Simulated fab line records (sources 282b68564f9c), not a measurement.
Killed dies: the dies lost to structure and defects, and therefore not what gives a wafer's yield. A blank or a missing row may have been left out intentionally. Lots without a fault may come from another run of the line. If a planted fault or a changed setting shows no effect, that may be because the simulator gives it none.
fab line records / flow rit-cmos
[record] lots = 13 wafers = 39 last-day = 7
route steps=202 shown M1@195
lots with no fault: from the same line, run without faults
start-h: start of the lot's first displayed wafer, in hours after the record's first day / wait-h: hours from the lot's prior step to this one / " the same as in the row above / L1.1+2: one row covering several wafers at once / - no value, or no start given / * or withheld: withheld / < > ~ a bound
route shown NAME@n: names a module that has steps shown in the file, with the first one's number in the route / usual: the fault-free wafers' mean and standard deviation / same: alike in all rows / chamber/n: place in a boat / sites: each site's reading / _std_site: the standard deviation of these / _edge_site: the outer-site mean with the inner-site mean subtracted / radius-mm: for every site, how far away it sits from the centre of the wafer / mask NAME#n: copy n / behind: the tool/chamber that last shaped the wafer / hold: reason for holding the lot/hours on hold/outcome of the hold / device: the transistor (n, p or np) that didn't switch / end of line: the tests these same wafers got at the end of their route / for a step that has no rows: nothing shown but its recipe / killed: dies lost to structure and defects at the first sort, not the wafer's yield / map: per-die view of a wafer (x killed, . not killed, _ where there is no die)
set.NAME: the setting the step ran with; set.NAME@STEP: the setting that earlier step ran with / model.NAME: the simulator's own value behind a step, which no gauge read
a sample of lots followed through the steps of the route, with each step as a table and each wafer as a row
[[steps]]
[step RIT_M1_HARDBAKE_11]
[recipe] resist = NOVOLAK temp-c = 140 time-s = 120
[usual] chill-plate-temp-C = 23.02/0.097 heater-power-total-W = 52.02/0.064 plate-temp-C = 140.01/0.14
lot.wafer=L671.1 tool=litho-track-01 chamber=0 start-h=58.78 wait-h=0.1 chill-plate-temp-C=23.02 heater-power-total-W=52.01 plate-temp-C=140.18
lot.wafer=L671.2 tool=litho-track-01 chamber=0 start-h=58.78 wait-h=0.1 chill-plate-temp-C=23.11 heater-power-total-W=51.98 plate-temp-C=140.04
lot.wafer=L671.4 tool=litho-track-01 chamber=0 start-h=58.78 wait-h=0.1 chill-plate-temp-C=23.00 heater-power-total-W=52.10 plate-temp-C=140.00
lot.wafer=L672.2 tool=litho-track-03 chamber=0 start-h=64.94 wait-h=0.1 chill-plate-temp-C=22.99 heater-power-total-W=52.03 plate-temp-C=139.83
lot.wafer=L672.3 tool=litho-track-03 chamber=0 start-h=64.94 wait-h=0.1 chill-plate-temp-C=22.92 heater-power-total-W=51.94 plate-temp-C=139.97
lot.wafer=L672.5 tool=litho-track-03 chamber=0 start-h=64.94 wait-h=0.1 chill-plate-temp-C=23.00 heater-power-total-W=52.07 plate-temp-C=139.92
lot.wafer=L674.1 tool=litho-track-02 chamber=0 start-h=74.97 wait-h=0.1 chill-plate-temp-C=22.98 heater-power-total-W=51.99 plate-temp-C=140.05
lot.wafer=L674.4 tool=litho-track-02 chamber=0 start-h=74.97 wait-h=0.1 chill-plate-temp-C=23.11 heater-power-total-W=52.05 plate-temp-C=140.09
lot.wafer=L674.6 tool=litho-track-02 chamber=0 start-h=74.97 wait-h=0.1 chill-plate-temp-C=23.08 heater-power-total-W=51.98 plate-temp-C=139.94
lot.wafer=L679.2 tool=litho-track-02 chamber=0 start-h=101.31 wait-h=0.1 chill-plate-temp-C=22.97 heater-power-total-W=53.43 plate-temp-C=142.86
lot.wafer=L679.3 tool=litho-track-02 chamber=0 start-h=101.31 wait-h=0.1 chill-plate-temp-C=22.93 heater-power-total-W=53.49 plate-temp-C=142.67
lot.wafer=L679.6 tool=litho-track-02 chamber=0 start-h=101.31 wait-h=0.1 chill-plate-temp-C=23.06 heater-power-total-W=53.45 plate-temp-C=143.01
lot.wafer=L681.1 tool=litho-track-01 chamber=0 start-h=111.24 wait-h=0.0 chill-plate-temp-C=22.92 heater-power-total-W=52.08 plate-temp-C=139.80
lot.wafer=L681.2 tool=litho-track-01 chamber=0 start-h=111.24 wait-h=0.0 chill-plate-temp-C=22.91 heater-power-total-W=52.06 plate-temp-C=140.00
lot.wafer=L681.3 tool=litho-track-01 chamber=0 start-h=111.24 wait-h=0.0 chill-plate-temp-C=22.90 heater-power-total-W=51.97 plate-temp-C=139.98
lot.wafer=L682.3 tool=litho-track-03 chamber=0 start-h=120.42 wait-h=0.3 chill-plate-temp-C=23.06 heater-power-total-W=52.02 plate-temp-C=140.00
lot.wafer=L682.4 tool=litho-track-03 chamber=0 start-h=120.42 wait-h=0.3 chill-plate-temp-C=23.05 heater-power-total-W=51.97 plate-temp-C=139.96
lot.wafer=L682.5 tool=litho-track-03 chamber=0 start-h=120.42 wait-h=0.3 chill-plate-temp-C=22.92 heater-power-total-W=52.01 plate-temp-C=140.04
lot.wafer=L685.2 tool=litho-track-01 chamber=0 start-h=132.90 wait-h=0.1 chill-plate-temp-C=22.94 heater-power-total-W=52.01 plate-temp-C=140.10
lot.wafer=L685.3 tool=litho-track-01 chamber=0 start-h=132.90 wait-h=0.1 chill-plate-temp-C=23.17 heater-power-total-W=52.06 plate-temp-C=140.23
lot.wafer=L685.4 tool=litho-track-01 chamber=0 start-h=132.90 wait-h=0.1 chill-plate-temp-C=23.13 heater-power-total-W=52.01 plate-temp-C=140.17
lot.wafer=L687.1 tool=litho-track-01 chamber=0 start-h=139.60 wait-h=0.0 chill-plate-temp-C=22.86 heater-power-total-W=52.08 plate-temp-C=139.93
lot.wafer=L687.5 tool=litho-track-01 chamber=0 start-h=139.60 wait-h=0.0 chill-plate-temp-C=23.08 heater-power-total-W=51.96 plate-temp-C=139.99
lot.wafer=L687.6 tool=litho-track-01 chamber=0 start-h=139.60 wait-h=0.0 chill-plate-temp-C=22.94 heater-power-total-W=51.93 plate-temp-C=140.15
lot.wafer=L688.3 tool=litho-track-03 chamber=0 start-h=148.70 wait-h=0.1 chill-plate-temp-C=22.82 heater-power-total-W=51.96 plate-temp-C=140.13
lot.wafer=L688.4 tool=litho-track-03 chamber=0 start-h=148.70 wait-h=0.1 chill-plate-temp-C=23.00 heater-power-total-W=52.07 plate-temp-C=139.97
lot.wafer=L688.5 tool=litho-track-03 chamber=0 start-h=148.70 wait-h=0.1 chill-plate-temp-C=22.97 heater-power-total-W=52.01 plate-temp-C=140.00
lot.wafer=L689.1 tool=litho-track-01 chamber=0 start-h=150.16 wait-h=0.0 chill-plate-temp-C=23.04 heater-power-total-W=52.15 plate-temp-C=140.11
lot.wafer=L689.5 tool=litho-track-01 chamber=0 start-h=150.16 wait-h=0.0 chill-plate-temp-C=22.91 heater-power-total-W=51.95 plate-temp-C=139.85
lot.wafer=L689.6 tool=litho-track-01 chamber=0 start-h=150.16 wait-h=0.0 chill-plate-temp-C=22.87 heater-power-total-W=52.03 plate-temp-C=140.07
lot.wafer=L690.1 tool=litho-track-01 chamber=0 start-h=154.95 wait-h=0.0 chill-plate-temp-C=22.95 heater-power-total-W=52.09 plate-temp-C=139.88
lot.wafer=L690.2 tool=litho-track-01 chamber=0 start-h=154.95 wait-h=0.0 chill-plate-temp-C=22.92 heater-power-total-W=51.96 plate-temp-C=139.80
lot.wafer=L690.3 tool=litho-track-01 chamber=0 start-h=154.95 wait-h=0.0 chill-plate-temp-C=23.01 heater-power-total-W=52.07 plate-temp-C=140.06
lot.wafer=L691.1 tool=litho-track-03 chamber=0 start-h=160.07 wait-h=0.0 chill-plate-temp-C=23.03 heater-power-total-W=51.99 plate-temp-C=140.02
lot.wafer=L691.3 tool=litho-track-03 chamber=0 start-h=160.07 wait-h=0.0 chill-plate-temp-C=23.09 heater-power-total-W=52.14 plate-temp-C=140.21
lot.wafer=L691.5 tool=litho-track-03 chamber=0 start-h=160.07 wait-h=0.0 chill-plate-temp-C=23.04 heater-power-total-W=52.02 plate-temp-C=140.12
lot.wafer=L692.1 tool=litho-track-03 chamber=0 start-h=164.02 wait-h=0.0 chill-plate-temp-C=23.21 heater-power-total-W=51.98 plate-temp-C=140.09
lot.wafer=L692.2 tool=litho-track-03 chamber=0 start-h=164.02 wait-h=0.0 chill-plate-temp-C=23.15 heater-power-total-W=52.13 plate-temp-C=140.10
lot.wafer=L692.5 tool=litho-track-03 chamber=0 start-h=164.02 wait-h=0.0 chill-plate-temp-C=23.04 heater-power-total-W=51.95 plate-temp-C=139.95
[step RIT_M1_PROBE_99]
[usual] defect-limited-yield = 97.3/1.3 killed-at-contacts = 0.0/0.18 killed-at-front-end = 7/3.4 killed-dies = 7/3.4 killed-open = 3.4/2 killed-short = 3.6/2.1 sort_bin_3_pad_short = 0.2/0.3 sort_bin_5_function = 1.5/0.83 sort_bin_6_memory = 1.0/0.7 sort-n-pass = 257/3.4 sort-yield-pct = 97.3/1.3
[same] gross-dies = 264 killed_at_M0_to_M3 = 0 killed_at_M4_up = 0 killed-at-back-side = 0 killed-at-other = 0
lot.wafer=L671.1 tool=prober-01 chamber=- start-h=61.28 wait-h=0.1 defect-limited-yield[%]=98.1 killed-at-contacts=0 killed-at-front-end=5 killed-dies=5 killed-open=4 killed-short=1 sort_bin_3_pad_short[%]=0 sort_bin_5_function[%]=1.5 sort_bin_6_memory[%]=0.4 sort-n-pass=259 sort-yield-pct[%]=98.1
lot.wafer=L671.2 tool=prober-01 chamber=- start-h=61.33 wait-h=0.1 defect-limited-yield[%]=95.8 killed-at-contacts=0 killed-at-front-end=11 killed-dies=11 killed-open=4 killed-short=7 sort_bin_3_pad_short[%]=0.4 sort_bin_5_function[%]=2.3 sort_bin_6_memory[%]=1.5 sort-n-pass=253 sort-yield-pct[%]=95.8
lot.wafer=L671.4 tool=prober-01 chamber=- start-h=61.43 wait-h=0.2 defect-limited-yield[%]=98.1 killed-at-contacts=0 killed-at-front-end=5 killed-dies=5 killed-open=5 killed-short=0 sort_bin_3_pad_short[%]=0 sort_bin_5_function[%]=1.5 sort_bin_6_memory[%]=0.4 sort-n-pass=259 sort-yield-pct[%]=98.1
lot.wafer=L672.2 tool=prober-01 chamber=- start-h=67.45 wait-h=0.1 defect-limited-yield[%]=96.6 killed-at-contacts=0 killed-at-front-end=9 killed-dies=9 killed-open=3 killed-short=6 sort_bin_3_pad_short[%]=0.4 sort_bin_5_function[%]=1.5 sort_bin_6_memory[%]=1.5 sort-n-pass=255 sort-yield-pct[%]=96.6
lot.wafer=L672.3 tool=prober-01 chamber=- start-h=67.50 wait-h=0.2 defect-limited-yield[%]=95.8 killed-at-contacts=0 killed-at-front-end=11 killed-dies=11 killed-open=6 killed-short=5 sort_bin_3_pad_short[%]=0.8 sort_bin_5_function[%]=1.1 sort_bin_6_memory[%]=2.3 sort-n-pass=253 sort-yield-pct[%]=95.8
lot.wafer=L672.5 tool=prober-01 chamber=- start-h=67.60 wait-h=0.2 defect-limited-yield[%]=96.2 killed-at-contacts=0 killed-at-front-end=10 killed-dies=10 killed-open=4 killed-short=6 sort_bin_3_pad_short[%]=0 sort_bin_5_function[%]=2.3 sort_bin_6_memory[%]=1.5 sort-n-pass=254 sort-yield-pct[%]=96.2
lot.wafer=L674.1 tool=prober-01 chamber=- start-h=77.47 wait-h=0.1 defect-limited-yield[%]=98.1 killed-at-contacts=0 killed-at-front-end=5 killed-dies=5 killed-open=2 killed-short=3 sort_bin_3_pad_short[%]=0.4 sort_bin_5_function[%]=0.4 sort_bin_6_memory[%]=1.1 sort-n-pass=259 sort-yield-pct[%]=98.1
lot.wafer=L674.4 tool=prober-01 chamber=- start-h=77.62 wait-h=0.2 defect-limited-yield[%]=96.2 killed-at-contacts=0 killed-at-front-end=10 killed-dies=10 killed-open=8 killed-short=2 sort_bin_3_pad_short[%]=0 sort_bin_5_function[%]=1.1 sort_bin_6_memory[%]=2.7 sort-n-pass=254 sort-yield-pct[%]=96.2
lot.wafer=L674.6 tool=prober-01 chamber=- start-h=77.72 wait-h=0.2 defect-limited-yield[%]=97.7 killed-at-contacts=0 killed-at-front-end=6 killed-dies=6 killed-open=3 killed-short=3 sort_bin_3_pad_short[%]=0 sort_bin_5_function[%]=1.9 sort_bin_6_memory[%]=0.4 sort-n-pass=258 sort-yield-pct[%]=97.7
lot.wafer=L679.2 tool=prober-02 chamber=- start-h=103.82 wait-h=0.1 defect-limited-yield[%]=98.5 killed-at-contacts=0 killed-at-front-end=4 killed-dies=4 killed-open=2 killed-short=2 sort_bin_3_pad_short[%]=0 sort_bin_5_function[%]=0.4 sort_bin_6_memory[%]=1.1 sort-n-pass=260 sort-yield-pct[%]=98.5
lot.wafer=L679.3 tool=prober-02 chamber=- start-h=103.87 wait-h=0.2 defect-limited-yield[%]=98.9 killed-at-contacts=0 killed-at-front-end=3 killed-dies=3 killed-open=2 killed-short=1 sort_bin_3_pad_short[%]=0 sort_bin_5_function[%]=0.8 sort_bin_6_memory[%]=0.4 sort-n-pass=261 sort-yield-pct[%]=98.9
lot.wafer=L679.6 tool=prober-02 chamber=- start-h=104.02 wait-h=0.2 defect-limited-yield[%]=98.1 killed-at-contacts=0 killed-at-front-end=5 killed-dies=5 killed-open=1 killed-short=4 sort_bin_3_pad_short[%]=0 sort_bin_5_function[%]=1.1 sort_bin_6_memory[%]=0.8 sort-n-pass=259 sort-yield-pct[%]=98.1
lot.wafer=L681.1 tool=prober-02 chamber=- start-h=113.74 wait-h=0.1 defect-limited-yield[%]=96.6 killed-at-contacts=1 killed-at-front-end=8 killed-dies=9 killed-open=4 killed-short=5 sort_bin_3_pad_short[%]=0 sort_bin_5_function[%]=1.5 sort_bin_6_memory[%]=1.9 sort-n-pass=255 sort-yield-pct[%]=96.6
lot.wafer=L681.2 tool=prober-02 chamber=- start-h=113.79 wait-h=0.1 defect-limited-yield[%]=97.0 killed-at-contacts=0 killed-at-front-end=8 killed-dies=8 killed-open=4 killed-short=4 sort_bin_3_pad_short[%]=0.4 sort_bin_5_function[%]=1.9 sort_bin_6_memory[%]=0.8 sort-n-pass=256 sort-yield-pct[%]=97.0
lot.wafer=L681.3 tool=prober-02 chamber=- start-h=113.84 wait-h=0.2 defect-limited-yield[%]=97.3 killed-at-contacts=0 killed-at-front-end=7 killed-dies=7 killed-open=3 killed-short=4 sort_bin_3_pad_short[%]=0.4 sort_bin_5_function[%]=1.5 sort_bin_6_memory[%]=0.8 sort-n-pass=257 sort-yield-pct[%]=97.3
lot.wafer=L682.3 tool=prober-01 chamber=- start-h=122.94 wait-h=0.2 defect-limited-yield[%]=95.1 killed-at-contacts=0 killed-at-front-end=13 killed-dies=13 killed-open=6 killed-short=7 sort_bin_3_pad_short[%]=0.8 sort_bin_5_function[%]=3.0 sort_bin_6_memory[%]=1.1 sort-n-pass=251 sort-yield-pct[%]=95.1
lot.wafer=L682.4 tool=prober-01 chamber=- start-h=122.99 wait-h=0.2 defect-limited-yield[%]=97.3 killed-at-contacts=0 killed-at-front-end=7 killed-dies=7 killed-open=3 killed-short=4 sort_bin_3_pad_short[%]=0.4 sort_bin_5_function[%]=1.5 sort_bin_6_memory[%]=0.8 sort-n-pass=257 sort-yield-pct[%]=97.3
lot.wafer=L682.5 tool=prober-01 chamber=- start-h=123.04 wait-h=0.2 defect-limited-yield[%]=96.2 killed-at-contacts=0 killed-at-front-end=10 killed-dies=10 killed-open=7 killed-short=3 sort_bin_3_pad_short[%]=0 sort_bin_5_function[%]=1.9 sort_bin_6_memory[%]=1.9 sort-n-pass=254 sort-yield-pct[%]=96.2
lot.wafer=L685.2 tool=prober-01 chamber=- start-h=135.43 wait-h=0.1 defect-limited-yield[%]=97.3 killed-at-contacts=0 killed-at-front-end=7 killed-dies=7 killed-open=4 killed-short=3 sort_bin_3_pad_short[%]=0.8 sort_bin_5_function[%]=1.1 sort_bin_6_memory[%]=0.8 sort-n-pass=257 sort-yield-pct[%]=97.3
lot.wafer=L685.3 tool=prober-01 chamber=- start-h=135.48 wait-h=0.2 defect-limited-yield[%]=95.5 killed-at-contacts=0 killed-at-front-end=12 killed-dies=12 killed-open=9 killed-short=3 sort_bin_3_pad_short[%]=0 sort_bin_5_function[%]=1.5 sort_bin_6_memory[%]=3.0 sort-n-pass=252 sort-yield-pct[%]=95.5
lot.wafer=L685.4 tool=prober-01 chamber=- start-h=135.53 wait-h=0.2 defect-limited-yield[%]=97.0 killed-at-contacts=0 killed-at-front-end=8 killed-dies=8 killed-open=5 killed-short=3 sort_bin_3_pad_short[%]=0.4 sort_bin_5_function[%]=1.5 sort_bin_6_memory[%]=1.1 sort-n-pass=256 sort-yield-pct[%]=97.0
lot.wafer=L687.1 tool=prober-01 chamber=- start-h=142.10 wait-h=0.1 defect-limited-yield[%]=95.8 killed-at-contacts=0 killed-at-front-end=11 killed-dies=11 killed-open=4 killed-short=7 sort_bin_3_pad_short[%]=0.4 sort_bin_5_function[%]=0.8 sort_bin_6_memory[%]=3.0 sort-n-pass=253 sort-yield-pct[%]=95.8
lot.wafer=L687.5 tool=prober-01 chamber=- start-h=142.30 wait-h=0.2 defect-limited-yield[%]=98.1 killed-at-contacts=0 killed-at-front-end=5 killed-dies=5 killed-open=2 killed-short=3 sort_bin_3_pad_short[%]=0 sort_bin_5_function[%]=1.5 sort_bin_6_memory[%]=0.4 sort-n-pass=259 sort-yield-pct[%]=98.1
lot.wafer=L687.6 tool=prober-01 chamber=- start-h=142.35 wait-h=0.2 defect-limited-yield[%]=97.3 killed-at-contacts=0 killed-at-front-end=7 killed-dies=7 killed-open=4 killed-short=3 sort_bin_3_pad_short[%]=0 sort_bin_5_function[%]=1.1 sort_bin_6_memory[%]=1.5 sort-n-pass=257 sort-yield-pct[%]=97.3
lot.wafer=L688.3 tool=prober-02 chamber=- start-h=151.34 wait-h=0.2 defect-limited-yield[%]=99.2 killed-at-contacts=0 killed-at-front-end=2 killed-dies=2 killed-open=2 killed-short=0 sort_bin_3_pad_short[%]=0 sort_bin_5_function[%]=0.4 sort_bin_6_memory[%]=0.4 sort-n-pass=262 sort-yield-pct[%]=99.2
lot.wafer=L688.4 tool=prober-02 chamber=- start-h=151.39 wait-h=0.2 defect-limited-yield[%]=97.3 killed-at-contacts=0 killed-at-front-end=7 killed-dies=7 killed-open=3 killed-short=4 sort_bin_3_pad_short[%]=0 sort_bin_5_function[%]=2.3 sort_bin_6_memory[%]=0.4 sort-n-pass=257 sort-yield-pct[%]=97.3
lot.wafer=L688.5 tool=prober-02 chamber=- start-h=151.44 wait-h=0.2 defect-limited-yield[%]=96.6 killed-at-contacts=0 killed-at-front-end=9 killed-dies=9 killed-open=4 killed-short=5 sort_bin_3_pad_short[%]=0 sort_bin_5_function[%]=2.7 sort_bin_6_memory[%]=0.8 sort-n-pass=255 sort-yield-pct[%]=96.6
lot.wafer=L689.1 tool=prober-02 chamber=- start-h=152.74 wait-h=0.1 defect-limited-yield[%]=99.6 killed-at-contacts=0 killed-at-front-end=1 killed-dies=1 killed-open=1 killed-short=0 sort_bin_3_pad_short[%]=0 sort_bin_5_function[%]=0.4 sort_bin_6_memory[%]=0 sort-n-pass=263 sort-yield-pct[%]=99.6
lot.wafer=L689.5 tool=prober-02 chamber=- start-h=152.94 wait-h=0.2 defect-limited-yield[%]=98.5 killed-at-contacts=0 killed-at-front-end=4 killed-dies=4 killed-open=1 killed-short=3 sort_bin_3_pad_short[%]=0 sort_bin_5_function[%]=0.4 sort_bin_6_memory[%]=1.1 sort-n-pass=260 sort-yield-pct[%]=98.5
lot.wafer=L689.6 tool=prober-02 chamber=- start-h=152.99 wait-h=0.2 defect-limited-yield[%]=98.5 killed-at-contacts=0 killed-at-front-end=4 killed-dies=4 killed-open=1 killed-short=3 sort_bin_3_pad_short[%]=0 sort_bin_5_function[%]=0.8 sort_bin_6_memory[%]=0.8 sort-n-pass=260 sort-yield-pct[%]=98.5
lot.wafer=L690.1 tool=prober-01 chamber=- start-h=157.45 wait-h=0.1 defect-limited-yield[%]=98.1 killed-at-contacts=0 killed-at-front-end=5 killed-dies=5 killed-open=4 killed-short=1 sort_bin_3_pad_short[%]=0 sort_bin_5_function[%]=0.8 sort_bin_6_memory[%]=1.1 sort-n-pass=259 sort-yield-pct[%]=98.1
lot.wafer=L690.2 tool=prober-01 chamber=- start-h=157.50 wait-h=0.1 defect-limited-yield[%]=94.7 killed-at-contacts=0 killed-at-front-end=14 killed-dies=14 killed-open=5 killed-short=9 sort_bin_3_pad_short[%]=0 sort_bin_5_function[%]=3.0 sort_bin_6_memory[%]=2.3 sort-n-pass=250 sort-yield-pct[%]=94.7
lot.wafer=L690.3 tool=prober-01 chamber=- start-h=157.55 wait-h=0.2 defect-limited-yield[%]=98.1 killed-at-contacts=0 killed-at-front-end=5 killed-dies=5 killed-open=4 killed-short=1 sort_bin_3_pad_short[%]=0 sort_bin_5_function[%]=1.1 sort_bin_6_memory[%]=0.8 sort-n-pass=259 sort-yield-pct[%]=98.1
lot.wafer=L691.1 tool=prober-02 chamber=- start-h=162.57 wait-h=0.1 defect-limited-yield[%]=96.2 killed-at-contacts=0 killed-at-front-end=10 killed-dies=10 killed-open=6 killed-short=4 sort_bin_3_pad_short[%]=0 sort_bin_5_function[%]=1.5 sort_bin_6_memory[%]=2.3 sort-n-pass=254 sort-yield-pct[%]=96.2
lot.wafer=L691.3 tool=prober-02 chamber=- start-h=162.67 wait-h=0.2 defect-limited-yield[%]=99.2 killed-at-contacts=0 killed-at-front-end=2 killed-dies=2 killed-open=0 killed-short=2 sort_bin_3_pad_short[%]=0 sort_bin_5_function[%]=0 sort_bin_6_memory[%]=0.8 sort-n-pass=262 sort-yield-pct[%]=99.2
lot.wafer=L691.5 tool=prober-02 chamber=- start-h=162.77 wait-h=0.2 defect-limited-yield[%]=99.2 killed-at-contacts=0 killed-at-front-end=2 killed-dies=2 killed-open=1 killed-short=1 sort_bin_3_pad_short[%]=0 sort_bin_5_function[%]=0.8 sort_bin_6_memory[%]=0 sort-n-pass=262 sort-yield-pct[%]=99.2
lot.wafer=L692.1 tool=prober-01 chamber=- start-h=166.52 wait-h=0.1 defect-limited-yield[%]=97.0 killed-at-contacts=0 killed-at-front-end=8 killed-dies=8 killed-open=5 killed-short=3 sort_bin_3_pad_short[%]=0 sort_bin_5_function[%]=1.1 sort_bin_6_memory[%]=1.9 sort-n-pass=256 sort-yield-pct[%]=97.0
lot.wafer=L692.2 tool=prober-01 chamber=- start-h=166.57 wait-h=0.1 defect-limited-yield[%]=98.1 killed-at-contacts=0 killed-at-front-end=5 killed-dies=5 killed-open=5 killed-short=0 sort_bin_3_pad_short[%]=0 sort_bin_5_function[%]=1.1 sort_bin_6_memory[%]=0.8 sort-n-pass=259 sort-yield-pct[%]=98.1
lot.wafer=L692.5 tool=prober-01 chamber=- start-h=166.72 wait-h=0.2 defect-limited-yield[%]=99.6 killed-at-contacts=0 killed-at-front-end=1 killed-dies=1 killed-open=1 killed-short=0 sort_bin_3_pad_short[%]=0 sort_bin_5_function[%]=0.4 sort_bin_6_memory[%]=0 sort-n-pass=263 sort-yield-pct[%]=99.6
// killed by level:class
L671.1 SILICIDE:geometric-particle:open=2 FOX1:geometric-particle:open=1 GATE:geometric-particle:open=1 SILICIDE:geometric-particle:short=1
L671.2 SILICIDE:geometric-particle:short=3 FOX2:geometric-particle:open=2 FOX2:geometric-particle:short=2 FOX1:geometric-particle:open=1 GATE:geometric-particle:short=1 REOX:geometric-particle:open=1 REOX:geometric-particle:short=1
L671.4 REOX:geometric-particle:open=2 FOX1:geometric-particle:open=1 GATE:geometric-particle:open=1 SILICIDE:geometric-particle:open=1
L672.2 FOX1:geometric-particle:short=2 SPACER:geometric-particle:short=2 FOX2:geometric-particle:open=1 GATE:geometric-particle:short=1 GATE:geometric-particle:open=1 SPACER:geometric-particle:open=1 SILICIDE:geometric-particle:short=1
L672.3 FOX1:geometric-particle:open=2 GATE:geometric-particle:short=2 SPACER:geometric-particle:short=2 SILICIDE:geometric-particle:open=2 FOX2:geometric-particle:open=1 SPACER:geometric-particle:open=1 SILICIDE:geometric-particle:short=1
L672.5 SILICIDE:geometric-particle:open=3 GATE:geometric-particle:short=2 SILICIDE:geometric-particle:short=2 FOX1:geometric-particle:short=1 FOX1:geometric-particle:open=1 FOX2:geometric-particle:short=1
L674.1 SILICIDE:geometric-particle:open=2 FOX1:geometric-particle:short=1 GATE:geometric-particle:short=1 SILICIDE:geometric-particle:short=1
L674.4 GATE:geometric-particle:open=3 REOX:geometric-particle:open=2 SPACER:geometric-particle:open=2 GATE:geometric-particle:short=1 SILICIDE:geometric-particle:open=1 SILICIDE:geometric-particle:short=1
L674.6 FOX1:geometric-particle:open=2 ACTIVE:geometric-particle:short=1 GATE:geometric-particle:open=1 REOX:geometric-particle:short=1 SILICIDE:geometric-particle:short=1
L679.2 FOX2:geometric-particle:short=1 GATE:geometric-particle:short=1 REOX:geometric-particle:open=1 SILICIDE:geometric-particle:open=1
L679.3 GATE:geometric-particle:open=1 REOX:geometric-particle:short=1 SILICIDE:geometric-particle:open=1
L679.6 GATE:geometric-particle:short=3 SPACER:geometric-particle:open=1 SPACER:geometric-particle:short=1
L681.1 GATE:geometric-particle:open=4 GATE:geometric-particle:short=3 SILICIDE:geometric-particle:short=1 CONTACT:geometric-particle:short=1
L681.2 GATE:geometric-particle:open=2 SILICIDE:geometric-particle:short=2 FOX1:geometric-particle:open=1 GATE:geometric-particle:short=1 REOX:geometric-particle:short=1 REOX:geometric-particle:open=1
L681.3 GATE:geometric-particle:short=3 FOX1:geometric-particle:open=2 SPACER:geometric-particle:open=1 SILICIDE:geometric-particle:short=1
L682.3 FOX1:geometric-particle:open=2 FOX1:geometric-particle:short=2 REOX:geometric-particle:short=2 FOX2:geometric-particle:open=1 FOX2:geometric-particle:short=1 GATE:geometric-particle:short=1 GATE:geometric-particle:open=1 SPACER:geometric-particle:open=1
L682.4 REOX:geometric-particle:short=3 SILICIDE:geometric-particle:open=2 GATE:geometric-particle:open=1 GATE:geometric-particle:short=1
L682.5 GATE:geometric-particle:open=4 FOX1:geometric-particle:short=2 FOX1:geometric-particle:open=1 FOX2:geometric-particle:open=1 SILICIDE:geometric-particle:short=1 SILICIDE:geometric-particle:open=1
L685.2 FOX1:geometric-particle:open=2 FOX2:geometric-particle:open=1 FOX2:geometric-particle:short=1 GATE:geometric-particle:open=1 REOX:geometric-particle:short=1 SILICIDE:geometric-particle:short=1
L685.3 SPACER:geometric-particle:open=4 FOX1:geometric-particle:open=2 FOX1:geometric-particle:short=2 GATE:geometric-particle:open=2 FOX2:geometric-particle:open=1 REOX:geometric-particle:short=1
L685.4 REOX:geometric-particle:open=3 REOX:geometric-particle:short=2 FOX2:geometric-particle:short=1 SPACER:geometric-particle:open=1 SILICIDE:geometric-particle:open=1
L687.1 GATE:geometric-particle:short=3 REOX:geometric-particle:short=2 REOX:geometric-particle:open=2 FOX1:geometric-particle:short=1 FOX1:geometric-particle:open=1 FOX2:geometric-particle:short=1 GATE:geometric-particle:open=1
L687.5 FOX1:geometric-particle:short=2 SPACER:geometric-particle:open=1 SILICIDE:geometric-particle:short=1 SILICIDE:geometric-particle:open=1
L687.6 FOX1:geometric-particle:short=1 GATE:geometric-particle:open=1 GATE:geometric-particle:short=1 REOX:geometric-particle:short=1 REOX:geometric-particle:open=1 SPACER:geometric-particle:open=1 SILICIDE:geometric-particle:open=1
L688.3 GATE:geometric-particle:open=1 SPACER:geometric-particle:open=1
L688.4 FOX2:geometric-particle:open=1 FOX2:geometric-particle:short=1 GATE:geometric-particle:short=1 GATE:geometric-particle:open=1 SPACER:geometric-particle:short=1 SPACER:geometric-particle:open=1 SILICIDE:geometric-particle:short=1
L688.5 GATE:geometric-particle:short=2 SPACER:geometric-particle:open=2 SPACER:geometric-particle:short=2 FOX1:geometric-particle:short=1 GATE:geometric-particle:open=1 REOX:geometric-particle:open=1
L689.1 GATE:geometric-particle:open=1
L689.5 GATE:geometric-particle:short=2 FOX1:geometric-particle:open=1 SPACER:geometric-particle:short=1
L689.6 GATE:geometric-particle:short=2 GATE:geometric-particle:open=1 SPACER:geometric-particle:short=1
L690.1 FOX1:geometric-particle:open=1 REOX:geometric-particle:open=1 SPACER:geometric-particle:short=1 SPACER:geometric-particle:open=1 SILICIDE:geometric-particle:open=1
L690.2 GATE:geometric-particle:short=4 SPACER:geometric-particle:short=4 GATE:geometric-particle:open=3 SPACER:geometric-particle:open=1 SILICIDE:geometric-particle:open=1 SILICIDE:geometric-particle:short=1
L690.3 SPACER:geometric-particle:open=2 FOX2:geometric-particle:open=1 GATE:geometric-particle:open=1 GATE:geometric-particle:short=1
L691.1 GATE:geometric-particle:open=2 SPACER:geometric-particle:open=2 FOX1:geometric-particle:short=1 FOX2:geometric-particle:open=1 GATE:geometric-particle:short=1 REOX:geometric-particle:short=1 SILICIDE:geometric-particle:short=1 SILICIDE:geometric-particle:open=1
L691.3 FOX2:geometric-particle:short=1 SPACER:geometric-particle:short=1
L691.5 REOX:geometric-particle:short=1 SILICIDE:geometric-particle:open=1
L692.1 REOX:geometric-particle:open=2 SILICIDE:geometric-particle:short=2 FOX1:geometric-particle:open=1 FOX2:geometric-particle:open=1 FOX2:geometric-particle:short=1 GATE:geometric-particle:open=1
L692.2 SPACER:geometric-particle:open=2 FOX1:geometric-particle:open=1 REOX:geometric-particle:open=1 SILICIDE:geometric-particle:open=1
L692.5 GATE:geometric-particle:open=1
[[key]]
[first-sign] step = RIT_M1_HARDBAKE_11 reading = heater-power-total-W direction = up sigmas = 23 usual = 52.02 struck = 53.46
[effect] step = RIT_M1_HARDBAKE_11 reading = plate-temp-C direction = up sigmas = 21 usual = * struck = *
met-at RIT_M1_HARDBAKE_11
struck-lots L679
onset-between 74.97 101.31
[fault] kind = process-parameter-drift tool = litho-track-02 chamber = - onset-h = 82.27 steps = RIT_M1_HARDBAKE_11 channel = temp-c offset = * shape = step acts-in = * stated = *
